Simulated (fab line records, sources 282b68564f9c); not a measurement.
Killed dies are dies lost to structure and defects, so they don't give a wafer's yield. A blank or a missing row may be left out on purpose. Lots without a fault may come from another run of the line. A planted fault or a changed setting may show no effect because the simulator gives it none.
fab line records | flow rit_cmos
record lots=5 wafers=23
route steps=202 shown PSD@150 SDANNEAL@155 SILICIDE@162 M1@184
start_h: hours from the record's first day to the start of the lot's first wafer shown | wait_h: hours since the lot's step before | " the same as in the row above | L1.1+2: a row that stands for several wafers | - no value, or no start given | * or withheld: withheld | < > ~ a bound
route shown NAME@n: a module of which the file shows steps, and the number in the route of the first | usual: mean/standard deviation of fault-free wafers | same: alike in all rows | chamber/n: place in a boat | sites: the reading at each site | _std_site: their standard deviation | _edge_site: outer sites' mean less inner sites' | radius_mm: how far each site lies from the wafer's centre | mask NAME#n: copy n | behind: the tool/chamber that last shaped the wafer | hold: why the lot was held/for how many hours/how that ended | device: the transistor (n, p or np) that didn't switch | end of line: the same wafers' tests at the end of the route | a step without rows: its recipe alone | killed: dies lost to structure and defects at the first sort, not the wafer's yield | map: a wafer's dies, x killed, . not, _ none there
set.NAME: the setting as run; set.NAME@STEP: as run at that earlier step | model.NAME: the simulator's own value behind a step, which no gauge read
lots whose settings were changed on purpose; a table a step, a row a wafer
## steps
# step RIT_PSD_IMPLANT_08
# recipe species=BF2 energy_kev=27 dose_cm2=5e+15 tilt_deg=7
# columns lot.wafer tool chamber start_h wait_h set.energy_kev model.implant.rp_nm model.implant.drp_nm
L078.2+5 implanter-03 0 75.68 0.1 28.34 22.39 12.46
L078.3+4+6 " 0 " " 27 21.53 12.05
L080.1+4+5 implanter-02 0 83.96 0.1 27 21.64 12.05
L081.1+3+6 implanter-01 0 87.33 0.1 27.48 21.75 12.2
L081.2+5 " 0 " " 27 21.44 12.05
L084.2+3+4+5+6 implanter-02 0 103.76 0.1 27 21.56 12.05
L085.1+5+6 implanter-03 0 110.83 0.1 26.32 21.77 11.83
L085.2+3 " 0 " " 27 22.22 12.05
# step RIT_PSD_STRIP_09
# recipe chemistry=O2 time_s=180 resist=NOVOLAK platen_temp_c=withheld power_w=500 pressure_mtorr=4000 o2_flow_sccm=4000
# step RIT_SDANNEAL_CLEAN_02
# recipe chemistry=SC2 mix=3:3:50 time_s=600 temp_c=75 dry=n2_spin
# step RIT_SDANNEAL_RTA_03
# recipe temp_c=1050 time_s=5 idle_temp_c=600 ramp_up_c_per_s=342 ramp_down_c_per_s=171 cool_to_c=600 ambient=N2
# step RIT_SDANNEAL_RS_MEAS_04
# recipe thk_meas_gauge=four-point-probe
# usual PSD_RS=115.92/0.3
# columns lot.wafer tool chamber start_h wait_h set.energy_kev@PSD_IMPLANT_08 PSD_RS[ohm/sq]
L078.2 film_metro-04 - 76.48 0.1 28.34 113.61
L078.3 " - " " 27 116.17
L078.4 " - " " 27 116.05
L078.5 " - " " 28.34 113.35
L078.6 " - " " 27 115.82
L080.1 film_metro-02 - 84.79 0.0 27 116.48
L080.4 " - " " 27 116.35
L080.5 " - " " 27 116.09
L081.1 film_metro-02 - 88.32 0.0 27.48 114.57
L081.2 " - " " 27 115.48
L081.3 " - " " 27.48 114.82
L081.5 " - " " 27 115.15
L081.6 " - " " 27.48 114.42
L084.2 film_metro-01 - 104.57 0.1 27 116.37
L084.3 " - " " 27 116.49
L084.4 " - " " 27 116.38
L084.5 " - " " 27 116.62
L084.6 " - " " 27 115.95
L085.1 film_metro-02 - 111.67 0.0 26.32 117.25
L085.2 " - " " 27 115.84
L085.3 " - " " 27 116.07
L085.5 " - " " 26.32 117.05
L085.6 " - " " 26.32 117.23
# step RIT_SILICIDE_SPUTTER_01
# recipe material=Ti target_thk_nm=30 power_w=350 chamber_pressure_pa=0.667 gas=Ar time_s=240 substrate_temp_c=25
# columns lot.wafer tool chamber start_h wait_h set.time_s model.Ti_of_SILICIDE_SPUTTER_01.thk_nm
L078.2 pvd_sputter-04 - 76.96 0.0 223.8 28.14
L078.3 " - " " 240 30.29
L078.4 " - " " 223.8 28.36
L078.5 " - " " 240 30.32
L078.6 " - " " 223.8 28.15
L080.1 pvd_sputter-03 - 85.28 0.0 240 30.57
L080.4 " - " " 240 30.23
L080.5 " - " " 240 29.93
L081.1 pvd_sputter-04 - 88.81 0.0 212.4 26.26
L081.2 " - " " 240 29.73
L081.3 " - " " 240 29.69
L081.5 " - " " 212.4 26.38
L081.6 " - " " 212.4 26.46
L084.2 pvd_sputter-03 - 105.04 0.0 219.9 27.49
L084.3 " - " " 240 30.07
L084.4 " - " " 240 30.33
L084.5 " - " " 219.9 27.91
L084.6 " - " " 219.9 27.56
L085.1 pvd_sputter-04 - 112.17 0.0 222.5 27.79
L085.2 " - " " 240 29.9
L085.3 " - " " 222.5 27.9
L085.5 " - " " 240 30.02
L085.6 " - " " 222.5 27.72
# step RIT_SILICIDE_RS_MEAS_02
# recipe thk_meas_gauge=four-point-probe reads=Ti_of_SILICIDE_SPUTTER_01
# usual SILICIDE_TI_RS=47.8/0.62
# columns lot.wafer tool chamber start_h wait_h set.time_s@SILICIDE_SPUTTER_01 SILICIDE_TI_RS[ohm/sq]
L078.2 film_metro-03 - 77.13 0.1 223.8 52.1
L078.3 " - " " 240 47.4
L078.4 " - " " 223.8 51.4
L078.5 " - " " 240 47.3
L078.6 " - " " 223.8 52.0
L080.1 film_metro-03 - 85.43 0.1 240 46.9
L080.4 " - " " 240 47.5
L080.5 " - " " 240 48.1
L081.1 film_metro-04 - 88.96 0.1 212.4 56.6
L081.2 " - " " 240 48.5
L081.3 " - " " 240 48.5
L081.5 " - " " 212.4 56.2
L081.6 " - " " 212.4 56.1
L084.2 film_metro-02 - 105.21 0.1 219.9 53.4
L084.3 " - " " 240 47.7
L084.4 " - " " 240 47.3
L084.5 " - " " 219.9 52.4
L084.6 " - " " 219.9 53.3
L085.1 film_metro-03 - 112.32 0.1 222.5 52.9
L085.2 " - " " 240 48.2
L085.3 " - " " 222.5 52.6
L085.5 " - " " 240 47.9
L085.6 " - " " 222.5 52.9
# step RIT_SILICIDE_THK_MEAS_03
# recipe thk_meas_gauge=xrf reads=Ti_of_SILICIDE_SPUTTER_01
# usual SILICIDE_TI_THK=30.1/0.31
# columns lot.wafer tool chamber start_h wait_h set.time_s@SILICIDE_SPUTTER_01 SILICIDE_TI_THK[nm]
L078.2 film_metro-03 - 77.24 0.1 223.8 28.4
L078.3 " - " " 240 30.4
L078.4 " - " " 223.8 28.5
L078.5 " - " " 240 30.5
L078.6 " - " " 223.8 28.3
L080.1 film_metro-03 - 85.55 0.1 240 30.8
L080.4 " - " " 240 30.5
L080.5 " - " " 240 30.0
L081.1 film_metro-04 - 89.08 0.1 212.4 26.4
L081.2 " - " " 240 29.9
L081.3 " - " " 240 29.8
L081.5 " - " " 212.4 26.5
L081.6 " - " " 212.4 26.6
L084.2 film_metro-02 - 105.32 0.1 219.9 27.4
L084.3 " - " " 240 29.9
L084.4 " - " " 240 30.2
L084.5 " - " " 219.9 27.8
L084.6 " - " " 219.9 27.6
L085.1 film_metro-03 - 112.44 0.1 222.5 28.1
L085.2 " - " " 240 30.3
L085.3 " - " " 222.5 28.2
L085.5 " - " " 240 30.2
L085.6 " - " " 222.5 28.0
# step RIT_M1_SPUTTER_00
# recipe material=Al target_thk_nm=400 power_w=2000 chamber_pressure_pa=0.4 gas=Ar time_s=500 substrate_temp_c=25
# columns lot.wafer tool chamber start_h wait_h set.power_w model.Al_of_M1_SPUTTER_00.thk_nm
L078.2 pvd_sputter-01 - 79.68 0.0 2000 390.7
L078.3 " - " " 2000 401.1
L078.4 " - " " 2200 440.3
L078.5 " - " " 2200 432.8
L078.6 " - " " 2000 400.6
L080.1 pvd_sputter-02 - 88.01 0.0 2000 402.4
L080.4 " - " " 2000 396.3
L080.5 " - " " 2000 405.9
L081.1 pvd_sputter-01 - 91.68 0.0 1889 381
L081.2 " - " " 2000 393.4
L081.3 " - " " 2000 400.2
L081.5 " - " " 1889 372
L081.6 " - " " 2000 403.2
L084.2 pvd_sputter-02 - 107.99 0.0 2000 397.5
L084.3 " - " " 2143 430
L084.4 " - " " 2143 427.5
L084.5 " - " " 2000 401.8
L084.6 " - " " 2143 420.9
L085.1 pvd_sputter-01 - 114.90 0.0 2000 396.4
L085.2 " - " " 2069 420.3
L085.3 " - " " 2000 393.1
L085.5 " - " " 2000 408.8
L085.6 " - " " 2069 411.5
# step RIT_M1_RS_MEAS_01
# recipe thk_meas_gauge=four-point-probe reads=Al_of_M1_SPUTTER_00
# usual M1_AL_RS=0.0733/0.00094
# columns lot.wafer tool chamber start_h wait_h set.power_w@M1_SPUTTER_00 M1_AL_RS[ohm/sq]
L078.2 film_metro-02 - 80.00 0.2 2000 0.0751
L078.3 " - " " 2000 0.0732
L078.4 " - " " 2200 0.0665
L078.5 " - " " 2200 0.0676
L078.6 " - " " 2000 0.0731
L080.1 film_metro-04 - 88.30 0.1 2000 0.0730
L080.4 " - " " 2000 0.0741
L080.5 " - " " 2000 0.0724
L081.1 film_metro-04 - 92.00 0.2 1889 0.0772
L081.2 " - " " 2000 0.0746
L081.3 " - " " 2000 0.0734
L081.5 " - " " 1889 0.0792
L081.6 " - " " 2000 0.0727
L084.2 film_metro-01 - 108.30 0.2 2000 0.0741
L084.3 " - " " 2143 0.0682
L084.4 " - " " 2143 0.0687
L084.5 " - " " 2000 0.0731
L084.6 " - " " 2143 0.0698
L085.1 film_metro-01 - 115.22 0.2 2000 0.0742
L085.2 " - " " 2069 0.0698
L085.3 " - " " 2000 0.0746
L085.5 " - " " 2000 0.0718
L085.6 " - " " 2069 0.0713
# step RIT_M1_THK_MEAS_02
# recipe thk_meas_gauge=xrf reads=Al_of_M1_SPUTTER_00
# usual M1_AL_THK=406/5.6
# columns lot.wafer tool chamber start_h wait_h set.power_w@M1_SPUTTER_00 M1_AL_THK[nm]
L078.2 film_metro-02 - 80.11 0.1 2000 396
L078.3 " - " " 2000 405
L078.4 " - " " 2200 442
L078.5 " - " " 2200 435
L078.6 " - " " 2000 402
L080.1 film_metro-04 - 88.42 0.1 2000 412
L080.4 " - " " 2000 405
L080.5 " - " " 2000 413
L081.1 film_metro-04 - 92.12 0.1 1889 389
L081.2 " - " " 2000 399
L081.3 " - " " 2000 408
L081.5 " - " " 1889 381
L081.6 " - " " 2000 411
L084.2 film_metro-01 - 108.41 0.1 2000 405
L084.3 " - " " 2143 438
L084.4 " - " " 2143 434
L084.5 " - " " 2000 407
L084.6 " - " " 2143 429
L085.1 film_metro-01 - 115.34 0.1 2000 401
L085.2 " - " " 2069 425
L085.3 " - " " 2000 399
L085.5 " - " " 2000 416
L085.6 " - " " 2069 419
# step RIT_M1_COAT_04
# recipe resist=NOVOLAK spin_rpm=2000 resist_thk_nm=1300
# columns lot.wafer tool chamber start_h wait_h set.resist_thk_nm model.NOVOLAK_of_M1_COAT_04.thk_nm
L078.2 litho_track-01 0 80.33 0.1 1332 1338
L078.3 " 0 " " 1300 1303
L078.4+5 " 0 " " 1332 -
L078.6 " 0 " " 1300 1307
L080.1 litho_track-02 0 88.63 0.1 1300 1293
L080.4 " 0 " " 1300 1295
L080.5 " 0 " " 1300 1303
L081.1 litho_track-04 0 92.33 0.1 1300 -
L081.2 " 0 " " 1300 1304
L081.3 " 0 " " 1350 1353
L081.5 " 0 " " 1350 -
L081.6 " 0 " " 1300 1310
L084.2 litho_track-02 0 108.64 0.1 1242 1241
L084.3+4 " 0 " " 1300 -
L084.5 " 0 " " 1300 1299
L084.6 " 0 " " 1242 -
L085.1 litho_track-04 0 115.55 0.1 1229 1231
L085.2 " 0 " " 1229 1228
L085.3+5 " 0 " " 1300 1304
L085.6 " 0 " " 1229 1232
# step RIT_M1_SOFTBAKE_05
# recipe resist=NOVOLAK temp_c=90 time_s=60
# step RIT_M1_EXPOSE_06
# recipe mask_id=M12 na=0.6 source_shape=conventional sigma_outer=0.5 target_cd_nm=2600 dose_mj=250
# step RIT_M1_PEB_07
# recipe resist=NOVOLAK temp_c=withheld time_s=withheld
# step RIT_M1_DEVELOP_08
# recipe resist=NOVOLAK develop_time_s=68 dev_temp_c=23
# step RIT_M1_CD_MEAS_09
# recipe target_cd_nm=2600
# usual cd_nm=2599.8/2.3
# columns lot.wafer tool chamber start_h wait_h set.resist_thk_nm@M1_COAT_04 cd_nm
L078.2 cd_sem-01 - 81.18 - 1332 2607.4
L078.3 " - " " 1300 2602.1
L078.4 " - " " 1332 2605.8
L078.5 " - " " 1332 2608.2
L078.6 " - " " 1300 2604.1
L080.1 cd_sem-01 - 89.36 - 1300 2600.9
L080.4 " - " " 1300 2602.6
L080.5 " - " " 1300 2602.6
L081.1 cd_sem-01 - 93.06 - 1300 2601.5
L081.2 " - " " 1300 2598.3
L081.3 " - " " 1350 2604.7
L081.5 " - " " 1350 2603.7
L081.6 " - " " 1300 2603.1
L084.2 cd_sem-01 - 109.49 - 1242 2594.2
L084.3 " - " " 1300 2601.0
L084.4 " - " " 1300 2601.6
L084.5 " - " " 1300 2600.3
L084.6 " - " " 1242 2596.3
L085.1 cd_sem-01 - 116.40 - 1229 2592.5
L085.2 " - " " 1229 2592.3
L085.3 " - " " 1300 2601.4
L085.5 " - " " 1300 2602.5
L085.6 " - " " 1229 2594.6
# step RIT_M1_HARDBAKE_11
# recipe resist=NOVOLAK temp_c=140 time_s=120
# columns lot.wafer tool chamber start_h wait_h set.resist_thk_nm@M1_COAT_04 model.NOVOLAK_of_M1_COAT_04.thk_nm
L078.2 litho_track-01 0 81.36 0.1 1332 1169
L078.3 " 0 " " 1300 1140
L078.4+5 " 0 " " 1332 -
L078.6 " 0 " " 1300 1143
L080.1 litho_track-02 0 89.52 0.0 1300 1131
L080.4 " 0 " " 1300 1132
L080.5 " 0 " " 1300 1140
L081.1 litho_track-04 0 93.21 0.0 1300 -
L081.2 " 0 " " 1300 1140
L081.3 " 0 " " 1350 1182
L081.5 " 0 " " 1350 -
L081.6 " 0 " " 1300 1146
L084.2 litho_track-02 0 109.66 0.1 1242 1086
L084.3+4 " 0 " " 1300 -
L084.5 " 0 " " 1300 1136
L084.6 " 0 " " 1242 -
L085.1+6 litho_track-01 0 116.56 0.0 1229 1078
L085.2 " 0 " " 1229 1075
L085.3+5 " 0 " " 1300 1140
## key
split step=RIT_PSD_IMPLANT_08 setting=energy_kev stated=27 by=wafer
response step=RIT_PSD_IMPLANT_08 reading=model.implant.rp_nm change=+0.173 per=1% r=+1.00
response step=RIT_PSD_IMPLANT_08 reading=model.implant.drp_nm change=+0.0844 per=1% r=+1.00
response step=RIT_SDANNEAL_RS_MEAS_04 reading=PSD_RS change=-0.495 per=1% r=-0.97
split step=RIT_SILICIDE_SPUTTER_01 setting=time_s stated=240 by=wafer
response step=RIT_SILICIDE_SPUTTER_01 reading=model.Ti_of_SILICIDE_SPUTTER_01.thk_nm change=+0.297 per=1% r=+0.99
response step=RIT_SILICIDE_RS_MEAS_02 reading=SILICIDE_TI_RS change=-0.667 per=1% r=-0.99
response step=RIT_SILICIDE_THK_MEAS_03 reading=SILICIDE_TI_THK change=+0.296 per=1% r=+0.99
split step=RIT_M1_SPUTTER_00 setting=power_w stated=2000 by=wafer
response step=RIT_M1_SPUTTER_00 reading=model.Al_of_M1_SPUTTER_00.thk_nm change=+3.93 per=1% r=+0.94
response step=RIT_M1_RS_MEAS_01 reading=M1_AL_RS change=-0.000704 per=1% r=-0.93
response step=RIT_M1_THK_MEAS_02 reading=M1_AL_THK change=+3.87 per=1% r=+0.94
split step=RIT_M1_COAT_04 setting=resist_thk_nm stated=1300 by=wafer
response step=RIT_M1_COAT_04 reading=model.NOVOLAK_of_M1_COAT_04.thk_nm change=+13.1 per=1% r=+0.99
response step=RIT_M1_CD_MEAS_09 reading=cd_nm change=+1.36 per=1% r=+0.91
response step=RIT_M1_HARDBAKE_11 reading=model.NOVOLAK_of_M1_COAT_04.thk_nm change=+11.3 per=1% r=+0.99
